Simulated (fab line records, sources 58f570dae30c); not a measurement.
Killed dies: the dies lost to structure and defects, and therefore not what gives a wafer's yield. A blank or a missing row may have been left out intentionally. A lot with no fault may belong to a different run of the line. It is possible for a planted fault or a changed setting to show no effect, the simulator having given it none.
fab line records	flow berkeleyCmos170
[record] lots = 14	wafers = 42	lastDay = 13
route steps=331 shown NSD@195
lots with no fault: from the same line, run without faults
startH: start of the lot's first displayed wafer, in hours after the record's first day	waitH: how many hours have passed since the lot's step before this one	" repeats the value in the row above	L1.1+2: a single row standing in for several wafers	- value missing, or start not given	* or withheld: withheld	< > ~ a bound
route shown NAME@n: NAME is a module with steps in the file, n the number in the route of the first one	usual: mean and standard deviation over wafers with no fault	same: alike in all rows	chamber/n: place in a boat	sites: each site's reading	_std_site: standard deviation of those values	_edge_site: mean of outer sites minus mean of inner sites	radiusMm: for every site, how far away it sits from the centre of the wafer	mask NAME#n: copy n	behind: tool/chamber where the wafer was last shaped	hold: what put the lot on hold/how long, in hours/how the hold closed	device: transistor that didn't switch, given as n, p or np	end of line: at the end of the route, the tests of the same wafers	step lacking rows: just its recipe	killed: count of dies lost to structure and defects at first sort (not the wafer's yield)	map: a wafer's dies, x killed, . not, _ none there
set.NAME: setting as actually run; set.NAME@STEP: the setting as run at that earlier step	model.NAME: the simulator's own value behind a step, which no gauge read
one table for each step of the route and one row for each wafer, over a sample of lots
services: from which hour (startH, from the record's first day; less than 0 if before it) a tool's chamber was out of use, for how many hours, and why
[[steps]]
[step UCB170_NSD_IMPLANT_08]
[recipe] species = P	doseCm2 = 3e+15	energyKev = 40	tiltDeg = 7
[usual] beamEnergyKeV = 39.999/0.012	beamOnS = 10.02/0.21	doseIonsCm2 = 3e+15/3.3e+12	endStationPressureTorr = 1.25e-05/6.6e-07	faradayCurrentUA = 9242/190
[same] implantIonAmu = 31
lot.wafer	tool	chamber	startH	waitH	beamEnergyKeV	beamOnS	doseIonsCm2	endStationPressureTorr	faradayCurrentUA
L310.2	implanter-01	0	161.60	0.0	39.990	9.77	2.997e+15	1.27e-05	9427
L310.3	"	0	"	"	40.008	9.90	3.004e+15	1.34e-05	9375
L310.6	"	0	"	"	39.989	10.06	3.004e+15	1.27e-05	9195
L312.1	implanter-03	0	172.32	0.0	40.008	10.07	2.999e+15	1.24e-05	9214
L312.4	"	0	"	"	39.988	9.97	3.001e+15	1.34e-05	9296
L312.5	"	0	"	"	39.985	9.86	3.005e+15	1.24e-05	9361
L311.3	implanter-01	0	172.49	0.1	40.001	9.90	2.995e+15	1.32e-05	9396
L311.4	"	0	"	"	39.982	10.14	2.995e+15	1.27e-05	9106
L311.6	"	0	"	"	39.980	9.80	2.992e+15	1.19e-05	9430
L314.1	implanter-02	0	187.86	0.0	39.978	9.97	3.006e+15	1.28e-05	9316
L314.2	"	0	"	"	39.975	10.30	3.003e+15	1.05e-05	8990
L314.5	"	0	"	"	39.982	10.00	3.01e+15	1.26e-05	9255
L317.1	implanter-02	0	195.15	0.0	39.993	10.18	3e+15	1.23e-05	9092
L317.2	"	0	"	"	39.998	9.99	2.999e+15	1.26e-05	9250
L317.4	"	0	"	"	39.998	10.33	2.999e+15	1.34e-05	9027
L321.1	implanter-02	0	223.10	0.0	40.005	12.64	4.629e+15	1.32e-05	11267
L321.2	"	0	"	"	39.996	12.44	4.633e+15	1.37e-05	11464
L321.5	"	0	"	"	40.006	12.78	4.632e+15	1.34e-05	11142
L324.1	implanter-01	0	228.86	0.0	40.010	10.14	3.003e+15	1.43e-05	9136
L324.5	"	0	"	"	40.020	10.07	2.998e+15	1.17e-05	9185
L324.6	"	0	"	"	40.004	10.19	3.001e+15	1.33e-05	9121
L322.1	implanter-02	0	229.12	0.0	39.993	12.61	4.633e+15	1.33e-05	11260
L322.2	"	0	"	"	40.002	12.67	4.635e+15	1.35e-05	11199
L322.4	"	0	"	"	40.010	12.78	4.638e+15	1.36e-05	11174
L326.1	implanter-03	0	246.60	0.0	39.989	10.04	2.995e+15	1.29e-05	9213
L326.2	"	0	"	"	39.988	10.48	2.992e+15	1.19e-05	8835
L326.4	"	0	"	"	39.994	10.07	2.996e+15	1.3e-05	9192
L327.2	implanter-01	0	254.14	0.0	39.973	9.81	2.999e+15	1.27e-05	9470
L327.3	"	0	"	"	39.997	10.06	3.003e+15	1.14e-05	9188
L327.5	"	0	"	"	40.014	9.92	3e+15	1.32e-05	9323
L329.1	implanter-03	0	254.20	0.0	39.996	10.05	3.003e+15	1.28e-05	9219
L329.4	"	0	"	"	40.003	10.15	2.997e+15	1.26e-05	9115
L329.6	"	0	"	"	40.007	10.25	2.998e+15	1.22e-05	9002
L332.2	implanter-01	0	261.70	0.0	40.013	9.79	3.001e+15	1.2e-05	9483
L332.4	"	0	"	"	40.007	10.24	3.002e+15	1.21e-05	9038
L332.5	"	0	"	"	40.014	9.86	3.001e+15	1.25e-05	9408
L331.1	implanter-03	0	262.01	0.0	40.018	10.10	2.996e+15	1.25e-05	9156
L331.2	"	0	"	"	40.000	10.25	3.002e+15	1.36e-05	9061
L331.5	"	0	"	"	40.001	9.87	3.003e+15	1.27e-05	9377
L333.1	implanter-01	0	285.35	0.0	39.984	9.95	3.002e+15	1.22e-05	9298
L333.2	"	0	"	"	39.998	10.07	2.998e+15	1.33e-05	9211
L333.3	"	0	"	"	39.995	10.35	3.001e+15	1.19e-05	8944
[step UCB170_NSD_STRIP_09]
[recipe] chemistry = O2	powerW = 400	pressureMtorr = 3500	platenTempC = withheld	o2FlowSccm = 400	overashFraction = 0.5
[usual] drypumpMotorCurrentA = 5.6/0.59	oesProductAu = 0.535/0.0044	stripTimeToEndpointS = 36.01/0.078
lot.wafer	tool	chamber	startH	waitH	drypumpMotorCurrentA	oesProductAu	rfHoursCounterH	stripTimeToEndpointS
L310.2	plasmaAsher-03	1	161.72	0.1	5.2	0.535	39	36.04
L310.3	"	1	"	"	5.2	0.534	-	36.01
L310.6	"	0	"	"	4.8	0.527	-	36.05
L312.1	plasmaAsher-04	0	172.47	0.1	6.3	0.534	39	35.91
L312.4	"	1	"	"	5.7	0.527	-	35.94
L312.5	"	1	"	"	5.7	0.536	-	35.94
L311.3	plasmaAsher-02	0	172.62	0.1	5.7	0.539	-	36.00
L311.4	"	1	"	"	6.5	0.532	-	35.89
L311.6	"	0	"	"	5.7	0.533	-	36.00
L314.1	plasmaAsher-04	1	188.01	0.1	5.7	0.536	40	36.06
L314.2	"	0	"	"	6.3	0.540	40	35.99
L314.5	"	1	"	"	5.7	0.535	-	36.00
L317.1	plasmaAsher-03	1	195.30	0.1	5.2	0.538	42	36.03
L317.2	"	0	"	"	4.8	0.537	42	36.00
L317.4	"	1	"	"	5.2	0.539	-	36.07
L321.1	plasmaAsher-03	0	223.25	0.1	4.8	0.509	45	40.19
L321.2	"	1	"	"	5.2	0.501	45	40.14
L321.5	"	0	"	"	4.9	0.500	-	40.18
L324.1	plasmaAsher-03	1	229.01	0.1	5.2	0.540	45	35.96
L324.5	"	0	"	"	4.8	0.536	-	36.05
L324.6	"	1	"	"	5.2	0.533	-	36.01
L322.1	plasmaAsher-04	1	229.27	0.1	5.7	0.499	45	40.44
L322.2	"	0	"	"	6.3	0.498	45	40.41
L322.4	"	1	"	"	5.7	0.498	-	40.41
L326.1	plasmaAsher-02	0	246.75	0.1	5.7	0.533	51	35.98
L326.2	"	1	"	"	6.5	0.536	51	35.97
L326.4	"	0	"	"	5.7	0.539	-	35.97
L327.2	plasmaAsher-03	0	254.27	0.1	4.8	0.540	48	36.03
L327.3	"	0	"	"	4.8	0.538	-	36.02
L327.5	"	1	"	"	5.2	0.539	-	36.03
L329.1	plasmaAsher-04	1	254.35	0.1	5.7	0.542	48	35.98
L329.4	"	0	"	"	6.3	0.533	-	35.97
L329.6	"	1	"	"	5.7	0.543	-	35.98
L332.2	plasmaAsher-04	1	261.83	0.1	5.7	0.531	49	35.92
L332.4	"	0	"	"	6.3	0.534	-	35.95
L332.5	"	0	"	"	6.3	0.534	-	35.88
L331.1	plasmaAsher-02	0	262.16	0.1	5.7	0.539	53	36.11
L331.2	"	1	"	"	6.5	0.533	53	36.14
L331.5	"	1	"	"	6.5	0.532	-	36.12
L333.1	plasmaAsher-03	0	285.50	0.1	4.8	0.532	52	36.04
L333.2	"	1	"	"	5.2	0.539	52	36.01
L333.3	"	1	"	"	5.2	0.533	-	36.07
[step UCB170_NSD_TW_MEAS_10]
[usual] NSD_TW = 4183/31
lot.wafer	tool	chamber	startH	waitH	NSD_TW
L310.2	filmMetro-04	-	161.83	0.1	4149
L310.3	"	-	"	"	4129
L310.6	"	-	"	"	4141
L312.1	filmMetro-02	-	172.57	0.1	4214
L312.4	"	-	"	"	4220
L312.5	"	-	"	"	4226
L311.3	filmMetro-02	-	172.71	0.1	4218
L311.4	"	-	"	"	4220
L311.6	"	-	"	"	4209
L314.1	filmMetro-04	-	188.11	0.1	4184
L314.2	"	-	"	"	4159
L314.5	"	-	"	"	4169
L317.1	filmMetro-02	-	195.40	0.1	4201
L317.2	"	-	"	"	4205
L317.4	"	-	"	"	4210
L321.1	filmMetro-02	-	223.35	0.1	4329
L321.2	"	-	"	"	4349
L321.5	"	-	"	"	4328
L324.1	filmMetro-02	-	229.11	0.1	4187
L324.5	"	-	"	"	4159
L324.6	"	-	"	"	4186
L322.1	filmMetro-04	-	229.37	0.1	4317
L322.2	"	-	"	"	4316
L322.4	"	-	"	"	4292
L326.1	filmMetro-04	-	246.85	0.1	4162
L326.2	"	-	"	"	4137
L326.4	"	-	"	"	4147
L327.2	filmMetro-01	-	254.38	0.1	4237
L327.3	"	-	"	"	4241
L327.5	"	-	"	"	4233
L329.1	filmMetro-04	-	254.45	0.1	4155
L329.4	"	-	"	"	4143
L329.6	"	-	"	"	4149
L332.2	filmMetro-04	-	261.94	0.1	4153
L332.4	"	-	"	"	4166
L332.5	"	-	"	"	4164
L331.1	filmMetro-04	-	262.26	0.1	4174
L331.2	"	-	"	"	4165
L331.5	"	-	"	"	4161
L333.1	filmMetro-01	-	285.60	0.1	4194
L333.2	"	-	"	"	4208
L333.3	"	-	"	"	4223
[step UCB170_SDANNEAL_RS_MEAS_03]
[recipe] thkMeasGauge = four-point-probe
[usual] NSD_RS = 37.22/0.077
lot.wafer	tool	chamber	startH	waitH	NSD_RS[ohm/sq]
L310.2	filmMetro-02	-	163.15	0.1	37.23
L310.3	"	-	"	"	37.25
L310.6	"	-	"	"	37.28
L312.1	filmMetro-04	-	173.95	0.1	37.16
L312.4	"	-	"	"	37.16
L312.5	"	-	"	"	37.19
L311.3	filmMetro-01	-	173.95	0.1	37.23
L311.4	"	-	"	"	37.22
L311.6	"	-	"	"	37.27
L314.1	filmMetro-04	-	189.52	0.1	37.18
L314.2	"	-	"	"	37.26
L314.5	"	-	"	"	37.14
L317.1	filmMetro-04	-	196.73	0.1	37.19
L317.2	"	-	"	"	37.15
L317.4	"	-	"	"	37.28
L321.1	filmMetro-02	-	224.56	0.1	31.82
L321.2	"	-	"	"	31.83
L321.5	"	-	"	"	31.77
L324.1	filmMetro-04	-	233.43	0.1	37.23
L324.5	"	-	"	"	37.17
L324.6	"	-	"	"	37.16
L322.1	filmMetro-02	-	233.66	0.1	31.82
L322.2	"	-	"	"	31.80
L322.4	"	-	"	"	31.71
L326.1	filmMetro-02	-	248.51	0.1	37.20
L326.2	"	-	"	"	37.22
L326.4	"	-	"	"	37.25
L327.2	filmMetro-04	-	255.78	0.1	37.19
L327.3	"	-	"	"	37.30
L327.5	"	-	"	"	37.26
L329.1	filmMetro-01	-	256.17	0.1	37.18
L329.4	"	-	"	"	37.16
L329.6	"	-	"	"	37.18
L332.2	filmMetro-04	-	263.18	0.1	37.25
L332.4	"	-	"	"	37.35
L332.5	"	-	"	"	37.27
L331.1	filmMetro-01	-	263.65	0.1	37.11
L331.2	"	-	"	"	37.20
L331.5	"	-	"	"	37.11
L333.1	filmMetro-02	-	286.83	0.1	37.21
L333.2	"	-	"	"	37.21
L333.3	"	-	"	"	37.25
[[services]]
tool	chamber	startH	hours	kind
implanter-03	-	145.18	1.7	repair
implanter-01	-	158.76	1.0	repair
implanter-02	-	168.64	4.4	pm
plasmaAsher-03	-	174.90	2.8	pm
plasmaAsher-04	-	184.38	2.9	repair
implanter-03	-	208.27	3.2	repair
implanter-03	-	219.94	3.4	repair
implanter-01	-	236.75	3.2	pm
plasmaAsher-03	-	258.49	1.6	repair
plasmaAsher-04	-	284.63	1.3	repair
[[key]]
[firstSign] step = UCB170_NSD_IMPLANT_08	reading = doseIonsCm2	direction = up	sigmas = 99+	usual = 3e+15	struck = 4.633e+15
[effect] step = UCB170_NSD_IMPLANT_08	reading = beamOnS	direction = up	sigmas = 13	usual = 10.02	struck = 12.65
[effect] step = UCB170_NSD_STRIP_09	reading = stripTimeToEndpointS	direction = up	sigmas = 55	usual = *	struck = *
[effect] step = UCB170_NSD_TW_MEAS_10	reading = NSD_TW	direction = up	sigmas = 4.6	usual = 4183	struck = 4322
[effect] step = UCB170_SDANNEAL_RS_MEAS_03	reading = NSD_RS	direction = down	sigmas = 71	usual = 37.22	struck = 31.79
metAt UCB170_NSD_IMPLANT_08
struckLots L321,L322
testerLeftOut L321,L322
onsetBetween 195.15 223.10
[fault] kind = processParameterDrift	tool = implanter-02	chamber = -	onsetH = 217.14	steps = UCB170_NSD_IMPLANT_08	channel = doseCm2	offset = 1.6326e+15	shape = step	endH = 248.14	actsIn = theseRecipesOnly	stated = 3e+15
// testerLeftOut: of these lots the tester's yield and bins aren't shown, on N5 and GAA mostly nor the transistor test; their killed dies are dies lost to structure and defects alone, not to doping, threshold or leakage, so they don't give the yield
